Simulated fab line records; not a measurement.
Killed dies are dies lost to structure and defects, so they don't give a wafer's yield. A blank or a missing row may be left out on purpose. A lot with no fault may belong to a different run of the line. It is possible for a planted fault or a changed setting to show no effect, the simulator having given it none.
fab line records + flow rit_cmos
record:
- lots: 14
- wafers: 42
- last_day: 7
route steps=202 shown M1@196
lots with no fault: from the same line, run without faults
start_h: the number of hours between the record's first day and the start of the first shown wafer of the lot + wait_h: time in hours since the lot's previous step + " unchanged from the row above + L1.1+2: a single row standing in for several wafers + - value missing, or start not given + * or withheld: withheld + < > ~ a bound
route shown NAME@n: a module of which the file shows steps, and the number in the route of the first + usual: mean/standard deviation taken from wafers without a fault + same: alike in all rows + chamber/n: place in a boat + sites: per-site readings + _std_site: their standard deviation + _edge_site: inner sites' mean taken away from outer sites' mean + radius_mm: how far each site lies from the wafer's centre + mask NAME#n: copy n + behind: the tool/chamber that last shaped the wafer + hold: why the lot was held/for how many hours/how that ended + device: the n, p or np transistor that did not switch + end of line: the route-end tests of the same wafers + a step with no rows: only its recipe + killed: the dies lost at the first sort to structure and to defects; this is not the yield of the wafer + map: dies across one wafer; x = killed, . = not, _ = none there
set.NAME: the setting as run; set.NAME@STEP: as run at that earlier step + model.NAME: the simulator's own value behind a step, which no gauge read
one table for each step of the route and one row for each wafer, over a sample of lots
services: a tool's chamber out of use, with start hour (start_h, from the record's first day; less than 0 if before it), hours out, and reason
== steps ==
step: RIT_M1_METAL_ETCH_12
recipe:
- stop_on: SiO2
- chemistry: Cl2/BCl3
- target: Al
- time_s: 165
- over_etch_frac: 0.5
- pressure_mtorr: 100
- target_depth_a: 6000
- rf_w: 250
- Cl2_flow_sccm: 60
- bcl3_flow_sccm: 50
usual:
- drypump_motor_current_A: 5.8/0.55
- oes_product_au: 0.771/0.012
- throttle_valve_pct: 8.20/0.12
same:
- time_s: 165
| lot.wafer | tool         | chamber | start_h | wait_h | drypump_motor_current_A | oes_product_au | rf_hours_counter_h | throttle_valve_pct |
|-----------|--------------|---------|---------|--------|-------------------------|----------------|--------------------|--------------------|
| L897.1    | rie_metal-02 | 1       | 65.86   | 0.2    | 5.9                     | 0.745          | 38                 | 8.21               |
| L897.3    | "            | 1       | "       | "      | 5.9                     | 0.750          | -                  | 8.19               |
| L897.5    | "            | 1       | "       | "      | 5.9                     | 0.759          | -                  | 8.21               |
| L898.1    | rie_metal-01 | 0       | 69.32   | 0.2    | 6.5                     | 0.769          | 4                  | 8.37               |
| L898.2    | "            | 1       | "       | "      | 5.2                     | 0.777          | 4                  | 8.01               |
| L898.6    | "            | 1       | "       | "      | 5.2                     | 0.776          | -                  | 8.04               |
| L899.2    | rie_metal-03 | 1       | 74.88   | 0.2    | 5.3                     | 0.761          | 1                  | 8.19               |
| L899.5    | "            | 1       | "       | "      | 5.3                     | 0.755          | -                  | 8.19               |
| L899.6    | "            | 0       | "       | "      | 5.6                     | 0.766          | -                  | 8.33               |
| L900.1    | rie_metal-02 | 0       | 79.32   | 0.2    | 6.6                     | 0.772          | 35                 | 8.14               |
| L900.4    | "            | 1       | "       | "      | 5.9                     | 0.748          | -                  | 8.21               |
| L900.6    | "            | 0       | "       | "      | 6.6                     | 0.776          | -                  | 8.15               |
| L901.1    | rie_metal-01 | 1       | 87.04   | 0.2    | 5.2                     | 0.775          | 5                  | 8.03               |
| L901.2    | "            | 0       | "       | "      | 6.5                     | 0.762          | 4                  | 8.38               |
| L901.5    | "            | 0       | "       | "      | 6.5                     | 0.761          | -                  | 8.37               |
| L902.1    | rie_metal-03 | 0       | 92.19   | 0.2    | 5.6                     | 0.794          | 1                  | 8.31               |
| L902.3    | "            | 0       | "       | "      | 5.6                     | 0.783          | -                  | 8.32               |
| L902.5    | "            | 1       | "       | "      | 5.2                     | 0.760          | -                  | 8.20               |
| L905.4    | rie_metal-03 | 0       | 106.67  | 0.1    | 5.6                     | 0.784          | -                  | 8.32               |
| L905.5    | "            | 0       | "       | "      | 5.6                     | 0.781          | -                  | 8.33               |
| L905.6    | "            | 1       | "       | "      | 5.2                     | 0.757          | -                  | 8.19               |
| L908.2    | rie_metal-03 | 1       | 133.46  | 0.2    | 5.3                     | 0.766          | 1                  | 8.18               |
| L908.4    | "            | 1       | "       | "      | 5.2                     | 0.775          | -                  | 8.20               |
| L908.6    | "            | 1       | "       | "      | 5.2                     | 0.771          | -                  | 8.19               |
| L910.1    | rie_metal-01 | 1       | 138.71  | 0.2    | 5.2                     | 0.784          | 5                  | 8.04               |
| L910.3    | "            | 0       | "       | "      | 6.5                     | 0.763          | -                  | 8.38               |
| L910.6    | "            | 0       | "       | "      | 6.5                     | 0.771          | -                  | 8.37               |
| L911.1    | rie_metal-03 | 1       | 145.99  | 0.2    | 5.2                     | 0.758          | 1                  | 8.20               |
| L911.2    | "            | 0       | "       | "      | 5.6                     | 0.781          | 1                  | 8.32               |
| L911.6    | "            | 1       | "       | "      | 5.2                     | 0.764          | -                  | 8.18               |
| L912.2    | rie_metal-01 | 1       | 146.59  | 0.2    | 5.2                     | 0.782          | 5                  | 8.03               |
| L912.5    | "            | 0       | "       | "      | 6.5                     | 0.775          | -                  | 8.38               |
| L912.6    | "            | 1       | "       | "      | 5.2                     | 0.780          | -                  | 8.02               |
| L914.3    | rie_metal-02 | 0       | 158.68  | 0.2    | 6.7                     | 0.777          | -                  | 8.16               |
| L914.5    | "            | 0       | "       | "      | 6.7                     | 0.788          | -                  | 8.14               |
| L914.6    | "            | 1       | "       | "      | 5.9                     | 0.756          | -                  | 8.23               |
| L917.3    | rie_metal-02 | 0       | 169.70  | 0.2    | 6.6                     | 0.782          | -                  | 8.14               |
| L917.4    | "            | 1       | "       | "      | 5.9                     | 0.765          | -                  | 8.19               |
| L917.6    | "            | 1       | "       | "      | 5.9                     | 0.767          | -                  | 8.22               |
| L918.3    | rie_metal-01 | 1       | 171.23  | 0.2    | 5.2                     | 0.776          | -                  | 8.02               |
| L918.4    | "            | 1       | "       | "      | 5.2                     | 0.765          | -                  | 8.02               |
| L918.5    | "            | 1       | "       | "      | 5.2                     | 0.773          | -                  | 8.02               |
step: RIT_M1_PROBE_99
usual:
- defect_limited_yield: 97.5/1
- killed_at_M0_to_M3: 0.0/0.12
- killed_at_contacts: 0.1/0.24
- killed_at_front_end: 6.6/2.7
- killed_dies: 6.6/2.7
- killed_on_rim: 1.7/1.3
- killed_open: 3.3/1.8
- killed_short: 3.4/1.9
- sort_bin_3_pad_short: 0.1/0.19
- sort_bin_5_function: 1.5/0.78
- sort_bin_6_memory: 0.9/0.63
- sort_n_pass: 257.4/2.7
- sort_yield_pct: 97.5/1
same:
- gross_dies: 264
- killed_at_M4_up: 0
- killed_at_back_side: 0
- killed_at_other: 0
| lot.wafer | tool      | chamber | start_h | wait_h | defect_limited_yield[%] | killed_at_M0_to_M3 | killed_at_contacts | killed_at_front_end | killed_dies | killed_on_rim | killed_open | killed_short | sort_bin_3_pad_short[%] | sort_bin_5_function[%] | sort_bin_6_memory[%] | sort_n_pass | sort_yield_pct[%] |
|-----------|-----------|---------|---------|--------|-------------------------|--------------------|--------------------|---------------------|-------------|---------------|-------------|--------------|-------------------------|------------------------|----------------------|-------------|-------------------|
| L897.1    | prober-01 | -       | 68.13   | 0.1    | 97.3                    | 0                  | 0                  | 7                   | 7           | 0             | 5           | 2            | 0                       | 2.3                    | 0.4                  | 257.0       | 97.3              |
| L897.3    | prober-01 | -       | 68.23   | 0.2    | 97.0                    | 0                  | 0                  | 8                   | 8           | 2             | 3           | 5            | 0.4                     | 2.3                    | 0.4                  | 256.0       | 97.0              |
| L897.5    | prober-01 | -       | 68.33   | 0.2    | 97.0                    | 0                  | 0                  | 8                   | 8           | 2             | 4           | 4            | 0                       | 2.7                    | 0.4                  | 256.0       | 97.0              |
| L898.1    | prober-02 | -       | 71.59   | 0.1    | 96.6                    | 0                  | 0                  | 9                   | 9           | 3             | 5           | 4            | 0                       | 1.9                    | 1.5                  | 255.0       | 96.6              |
| L898.2    | prober-02 | -       | 71.64   | 0.1    | 97.7                    | 0                  | 0                  | 6                   | 6           | 1             | 2           | 4            | 0                       | 1.5                    | 0.8                  | 258.0       | 97.7              |
| L898.6    | prober-02 | -       | 71.84   | 0.2    | 98.9                    | 0                  | 0                  | 3                   | 3           | 0             | 0           | 3            | 0.8                     | 0.4                    | 0                    | 261.0       | 98.9              |
| L899.2    | prober-01 | -       | 78.72   | 0.1    | 97.7                    | 0                  | 0                  | 6                   | 6           | 2             | 3           | 3            | 0                       | 2.3                    | 0                    | 258.0       | 97.7              |
| L899.5    | prober-01 | -       | 78.87   | 0.2    | 96.2                    | 1                  | 0                  | 9                   | 10          | 2             | 7           | 3            | 0                       | 2.3                    | 1.5                  | 254.0       | 96.2              |
| L899.6    | prober-01 | -       | 78.92   | 0.2    | 97.3                    | 0                  | 0                  | 7                   | 7           | 2             | 4           | 3            | 0                       | 1.1                    | 1.5                  | 257.0       | 97.3              |
| L900.1    | prober-02 | -       | 82.81   | 0.1    | 94.7                    | 0                  | 0                  | 14                  | 14          | 4             | 8           | 6            | 0.8                     | 3.0                    | 1.5                  | 250.0       | 94.7              |
| L900.4    | prober-02 | -       | 82.96   | 0.2    | 97.3                    | 0                  | 0                  | 7                   | 7           | 4             | 4           | 3            | 0                       | 1.9                    | 0.8                  | 257.0       | 97.3              |
| L900.6    | prober-02 | -       | 83.06   | 0.2    | 96.6                    | 0                  | 0                  | 9                   | 9           | 2             | 5           | 4            | 0                       | 1.5                    | 1.9                  | 255.0       | 96.6              |
| L901.1    | prober-01 | -       | 90.20   | 0.1    | 98.5                    | 0                  | 0                  | 4                   | 4           | 2             | 3           | 1            | 0.4                     | 0.4                    | 0.8                  | 260.0       | 98.5              |
| L901.2    | prober-01 | -       | 90.25   | 0.1    | 97.0                    | 0                  | 0                  | 8                   | 8           | 3             | 3           | 5            | 0                       | 2.7                    | 0.4                  | 256.0       | 97.0              |
| L901.5    | prober-01 | -       | 90.40   | 0.2    | 98.5                    | 0                  | 0                  | 4                   | 4           | 1             | 3           | 1            | 0                       | 0.8                    | 0.8                  | 260.0       | 98.5              |
| L902.1    | prober-02 | -       | 94.95   | 0.1    | 98.5                    | 0                  | 0                  | 4                   | 4           | 0             | 0           | 4            | 0.4                     | 0.4                    | 0.8                  | 260.0       | 98.5              |
| L902.3    | prober-02 | -       | 95.05   | 0.2    | 98.5                    | 0                  | 0                  | 4                   | 4           | 0             | 1           | 3            | 0                       | 0.8                    | 0.8                  | 260.0       | 98.5              |
| L902.5    | prober-02 | -       | 95.15   | 0.2    | 96.6                    | 0                  | 0                  | 9                   | 9           | 1             | 4           | 5            | 0                       | 2.7                    | 0.8                  | 255.0       | 96.6              |
| L905.4    | prober-01 | -       | 109.69  | 0.2    | 98.1                    | 0                  | 0                  | 5                   | 5           | 1             | 4           | 1            | 0                       | 1.1                    | 0.8                  | 259.0       | 98.1              |
| L905.5    | prober-01 | -       | 109.74  | 0.2    | 96.6                    | 0                  | 0                  | 9                   | 9           | 2             | 5           | 4            | 0                       | 1.9                    | 1.5                  | 255.0       | 96.6              |
| L905.6    | prober-01 | -       | 109.79  | 0.2    | 98.9                    | 0                  | 0                  | 3                   | 3           | 1             | 1           | 2            | 0                       | 0.8                    | 0.4                  | 261.0       | 98.9              |
| L908.2    | prober-02 | -       | 136.10  | 0.1    | 89.8                    | 24                 | 0                  | 3                   | 27          | 10            | 2           | 1            | 2.7                     | 6.1                    | 1.5                  | 237.0       | 89.8              |
| L908.4    | prober-02 | -       | 136.20  | 0.2    | 89.8                    | 23                 | 1                  | 3                   | 27          | 10            | 1           | 3            | 1.5                     | 6.8                    | 1.9                  | 237.0       | 89.8              |
| L908.6    | prober-02 | -       | 136.30  | 0.2    | 89.4                    | 23                 | 0                  | 5                   | 28          | 12            | 2           | 3            | 2.3                     | 6.8                    | 1.5                  | 236.0       | 89.4              |
| L910.1    | prober-02 | -       | 140.96  | 0.1    | 95.8                    | 0                  | 0                  | 11                  | 11          | 1             | 4           | 7            | 0                       | 2.3                    | 1.9                  | 253.0       | 95.8              |
| L910.3    | prober-02 | -       | 141.06  | 0.2    | 97.3                    | 0                  | 0                  | 7                   | 7           | 2             | 3           | 4            | 0                       | 2.3                    | 0.4                  | 257.0       | 97.3              |
| L910.6    | prober-02 | -       | 141.21  | 0.2    | 97.3                    | 0                  | 1                  | 6                   | 7           | 0             | 5           | 2            | 0                       | 1.9                    | 0.8                  | 257.0       | 97.3              |
| L911.1    | prober-01 | -       | 148.81  | 0.1    | 91.7                    | 17                 | 0                  | 5                   | 22          | 10            | 4           | 1            | 3.0                     | 3.0                    | 2.3                  | 242.0       | 91.7              |
| L911.2    | prober-01 | -       | 148.86  | 0.1    | 98.1                    | 0                  | 0                  | 5                   | 5           | 1             | 3           | 2            | 0                       | 1.5                    | 0.4                  | 259.0       | 98.1              |
| L911.6    | prober-01 | -       | 149.06  | 0.2    | 88.6                    | 23                 | 0                  | 7                   | 30          | 11            | 4           | 3            | 3.0                     | 6.8                    | 1.5                  | 234.0       | 88.6              |
| L912.2    | prober-02 | -       | 149.48  | 0.1    | 96.2                    | 0                  | 0                  | 10                  | 10          | 2             | 2           | 8            | 0                       | 3.4                    | 0.4                  | 254.0       | 96.2              |
| L912.5    | prober-02 | -       | 149.63  | 0.2    | 97.3                    | 0                  | 0                  | 7                   | 7           | 1             | 2           | 5            | 0                       | 1.9                    | 0.8                  | 257.0       | 97.3              |
| L912.6    | prober-02 | -       | 149.68  | 0.2    | 97.0                    | 0                  | 0                  | 8                   | 8           | 1             | 3           | 5            | 0                       | 1.9                    | 1.1                  | 256.0       | 97.0              |
| L914.3    | prober-02 | -       | 161.00  | 0.2    | 96.6                    | 0                  | 0                  | 9                   | 9           | 1             | 5           | 4            | 0.4                     | 1.9                    | 1.1                  | 255.0       | 96.6              |
| L914.5    | prober-02 | -       | 161.10  | 0.2    | 98.1                    | 0                  | 0                  | 5                   | 5           | 0             | 1           | 4            | 0                       | 1.1                    | 0.8                  | 259.0       | 98.1              |
| L914.6    | prober-02 | -       | 161.15  | 0.2    | 98.5                    | 0                  | 0                  | 4                   | 4           | 1             | 2           | 2            | 0                       | 0.8                    | 0.8                  | 260.0       | 98.5              |
| L917.3    | prober-01 | -       | 172.00  | 0.2    | 98.1                    | 0                  | 0                  | 5                   | 5           | 2             | 2           | 3            | 0                       | 0.8                    | 1.1                  | 259.0       | 98.1              |
| L917.4    | prober-01 | -       | 172.05  | 0.2    | 98.9                    | 0                  | 0                  | 3                   | 3           | 1             | 1           | 2            | 0                       | 0.4                    | 0.8                  | 261.0       | 98.9              |
| L917.6    | prober-01 | -       | 172.15  | 0.2    | 97.3                    | 0                  | 1                  | 6                   | 7           | 3             | 4           | 3            | 0.4                     | 1.5                    | 0.8                  | 257.0       | 97.3              |
| L918.3    | prober-02 | -       | 173.63  | 0.2    | 97.3                    | 0                  | 0                  | 7                   | 7           | 1             | 1           | 6            | 0                       | 1.5                    | 1.1                  | 257.0       | 97.3              |
| L918.4    | prober-02 | -       | 173.68  | 0.2    | 96.6                    | 0                  | 0                  | 9                   | 9           | 2             | 4           | 5            | 0                       | 1.5                    | 1.9                  | 255.0       | 96.6              |
| L918.5    | prober-02 | -       | 173.73  | 0.2    | 98.1                    | 0                  | 1                  | 4                   | 5           | 2             | 5           | 0            | 0                       | 1.5                    | 0.4                  | 259.0       | 98.1              |
killed by level:class
L897.1 GATE:geometric_particle:open=4 FOX1:geometric_particle:open=1 FOX2:geometric_particle:short=1 GATE:geometric_particle:short=1
L897.3 FOX2:geometric_particle:short=2 FOX1:geometric_particle:open=1 GATE:geometric_particle:open=1 GATE:geometric_particle:short=1 REOX:geometric_particle:open=1 SPACER:geometric_particle:short=1 SILICIDE:geometric_particle:short=1
L897.5 GATE:geometric_particle:short=3 GATE:geometric_particle:open=2 FOX2:geometric_particle:open=1 REOX:geometric_particle:open=1 SILICIDE:geometric_particle:short=1
L898.1 FOX1:geometric_particle:open=2 GATE:geometric_particle:short=2 SILICIDE:geometric_particle:open=2 REOX:geometric_particle:open=1 REOX:geometric_particle:short=1 SPACER:geometric_particle:short=1
L898.2 SPACER:geometric_particle:short=3 FOX1:geometric_particle:open=1 GATE:geometric_particle:short=1 GATE:geometric_particle:open=1
L898.6 GATE:geometric_particle:short=3
L899.2 GATE:geometric_particle:short=3 FOX1:geometric_particle:open=1 FOX2:geometric_particle:open=1 REOX:geometric_particle:open=1
L899.5 GATE:geometric_particle:open=4 FOX1:geometric_particle:open=2 FOX2:geometric_particle:short=1 GATE:geometric_particle:short=1 SPACER:geometric_particle:open=1 M1:geometric_particle:short=1
L899.6 FOX2:geometric_particle:open=2 GATE:geometric_particle:open=2 SPACER:geometric_particle:short=2 GATE:geometric_particle:short=1
L900.1 GATE:geometric_particle:short=3 GATE:geometric_particle:open=2 REOX:geometric_particle:open=2 SPACER:geometric_particle:open=2 SILICIDE:geometric_particle:short=2 FOX1:geometric_particle:open=1 FOX2:geometric_particle:open=1 REOX:geometric_particle:short=1
L900.4 GATE:geometric_particle:short=2 GATE:geometric_particle:open=1 REOX:geometric_particle:open=1 REOX:geometric_particle:short=1 SPACER:geometric_particle:open=1 SILICIDE:geometric_particle:open=1
L900.6 SILICIDE:geometric_particle:open=3 REOX:geometric_particle:open=2 SPACER:geometric_particle:short=2 FOX1:geometric_particle:short=1 GATE:geometric_particle:short=1
L901.1 REOX:geometric_particle:open=2 GATE:geometric_particle:short=1 GATE:geometric_particle:open=1
L901.2 FOX1:geometric_particle:short=2 GATE:geometric_particle:short=2 GATE:geometric_particle:open=1 REOX:geometric_particle:open=1 REOX:geometric_particle:short=1 SPACER:geometric_particle:open=1
L901.5 SPACER:geometric_particle:open=2 FOX1:geometric_particle:short=1 GATE:geometric_particle:open=1
L902.1 GATE:geometric_particle:short=3 SPACER:geometric_particle:short=1
L902.3 GATE:geometric_particle:short=2 FOX2:geometric_particle:short=1 GATE:geometric_particle:open=1
L902.5 GATE:geometric_particle:short=3 SPACER:geometric_particle:open=2 FOX1:geometric_particle:short=1 FOX1:geometric_particle:open=1 FOX2:geometric_particle:short=1 GATE:geometric_particle:open=1
L905.4 FOX2:geometric_particle:open=2 GATE:geometric_particle:open=1 REOX:geometric_particle:short=1 SPACER:geometric_particle:open=1
L905.5 FOX1:geometric_particle:open=2 FOX1:geometric_particle:short=1 FOX2:geometric_particle:short=1 GATE:geometric_particle:short=1 GATE:geometric_particle:open=1 REOX:geometric_particle:open=1 REOX:geometric_particle:short=1 SILICIDE:geometric_particle:open=1
L905.6 FOX2:geometric_particle:short=1 GATE:geometric_particle:short=1 REOX:geometric_particle:open=1
L908.2 M1:unspecified=24 GATE:geometric_particle:open=2 GATE:geometric_particle:short=1
L908.4 M1:unspecified=23 GATE:geometric_particle:short=2 FOX1:geometric_particle:open=1 CONTACT:geometric_particle:short=1
L908.6 M1:unspecified=23 FOX1:geometric_particle:open=1 GATE:geometric_particle:open=1 GATE:geometric_particle:short=1 REOX:geometric_particle:short=1 SILICIDE:geometric_particle:short=1
L910.1 GATE:geometric_particle:short=3 GATE:geometric_particle:open=2 FOX1:geometric_particle:short=1 FOX2:geometric_particle:short=1 FOX2:geometric_particle:open=1 REOX:geometric_particle:short=1 SPACER:geometric_particle:open=1 SILICIDE:geometric_particle:short=1
L910.3 FOX2:geometric_particle:open=2 GATE:geometric_particle:short=2 REOX:geometric_particle:short=1 REOX:geometric_particle:open=1 SILICIDE:geometric_particle:short=1
L910.6 GATE:geometric_particle:open=2 SILICIDE:geometric_particle:open=2 FOX2:geometric_particle:open=1 FOX2:geometric_particle:short=1 CONTACT:geometric_particle:short=1
L911.1 M1:unspecified=17 SILICIDE:geometric_particle:open=2 GATE:geometric_particle:open=1 REOX:geometric_particle:open=1 SILICIDE:geometric_particle:short=1
L911.2 FOX2:geometric_particle:short=1 GATE:geometric_particle:short=1 GATE:geometric_particle:open=1 REOX:geometric_particle:open=1 SILICIDE:geometric_particle:open=1
L911.6 M1:unspecified=23 SILICIDE:geometric_particle:open=3 FOX1:geometric_particle:short=2 FOX2:geometric_particle:short=1 GATE:geometric_particle:open=1
L912.2 SILICIDE:geometric_particle:short=3 FOX1:geometric_particle:short=2 GATE:geometric_particle:short=2 GATE:geometric_particle:open=1 REOX:geometric_particle:short=1 REOX:geometric_particle:open=1
L912.5 GATE:geometric_particle:short=3 FOX1:geometric_particle:short=1 GATE:geometric_particle:open=1 REOX:geometric_particle:short=1 SILICIDE:geometric_particle:open=1
L912.6 GATE:geometric_particle:open=3 FOX1:geometric_particle:short=2 FOX2:geometric_particle:short=1 SPACER:geometric_particle:short=1 SILICIDE:geometric_particle:short=1
L914.3 FOX1:geometric_particle:short=2 FOX2:geometric_particle:open=2 GATE:geometric_particle:open=2 GATE:geometric_particle:short=1 REOX:geometric_particle:short=1 SILICIDE:geometric_particle:open=1
L914.5 GATE:geometric_particle:short=3 FOX1:geometric_particle:short=1 REOX:geometric_particle:open=1
L914.6 FOX2:geometric_particle:open=1 REOX:geometric_particle:short=1 SILICIDE:geometric_particle:short=1 SILICIDE:geometric_particle:open=1
L917.3 FOX1:geometric_particle:short=2 FOX1:geometric_particle:open=1 GATE:geometric_particle:open=1 GATE:geometric_particle:short=1
L917.4 GATE:geometric_particle:short=1 GATE:geometric_particle:open=1 SPACER:geometric_particle:short=1
L917.6 GATE:geometric_particle:short=2 GATE:geometric_particle:open=2 FOX1:geometric_particle:open=1 FOX1:geometric_particle:short=1 CONTACT:geometric_particle:open=1
L918.3 GATE:geometric_particle:short=3 FOX1:geometric_particle:short=2 FOX2:geometric_particle:short=1 REOX:geometric_particle:open=1
L918.4 GATE:geometric_particle:short=4 GATE:geometric_particle:open=2 FOX1:geometric_particle:open=1 FOX2:geometric_particle:open=1 SPACER:geometric_particle:short=1
L918.5 GATE:geometric_particle:open=2 SPACER:geometric_particle:open=2 CONTACT:geometric_particle:open=1
== services ==
| tool         | chamber | start_h | hours | kind       |
|--------------|---------|---------|-------|------------|
| rie_metal-02 | -       | 136.12  | 20.0  | pm         |
| rie_metal-02 | 0       | 136.12  | 20.0  | vent_cycle |
| rie_metal-02 | 1       | 136.12  | 20.0  | vent_cycle |
| rie_metal-02 | 0       | 156.12  | -     | clean      |
| rie_metal-02 | 1       | 156.12  | -     | clean      |
== key ==
first_sign:
- step: RIT_M1_PROBE_99
- reading: killed_at_M0_to_M3
- direction: up
- sigmas: 22
- usual: 0.0
- struck: 22
effect:
- step: RIT_M1_PROBE_99
- reading: defect_limited_yield
- direction: down
- sigmas: 7.5
- usual: 97.5
- struck: 89.8
met_at RIT_M1_METAL_ETCH_12
struck_lots L908,L911
struck_wafers L908.2,L908.4,L908.6,L911.1,L911.6
onset_between 106.67 133.46
fault:
- kind: chamber_particle_source
- tool: rie_metal-03
- chamber: 1
- onset_h: 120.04
- steps: RIT_M1_METAL_ETCH_12
- rate_per_visit_cm2: 1.3143
- end_h: 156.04
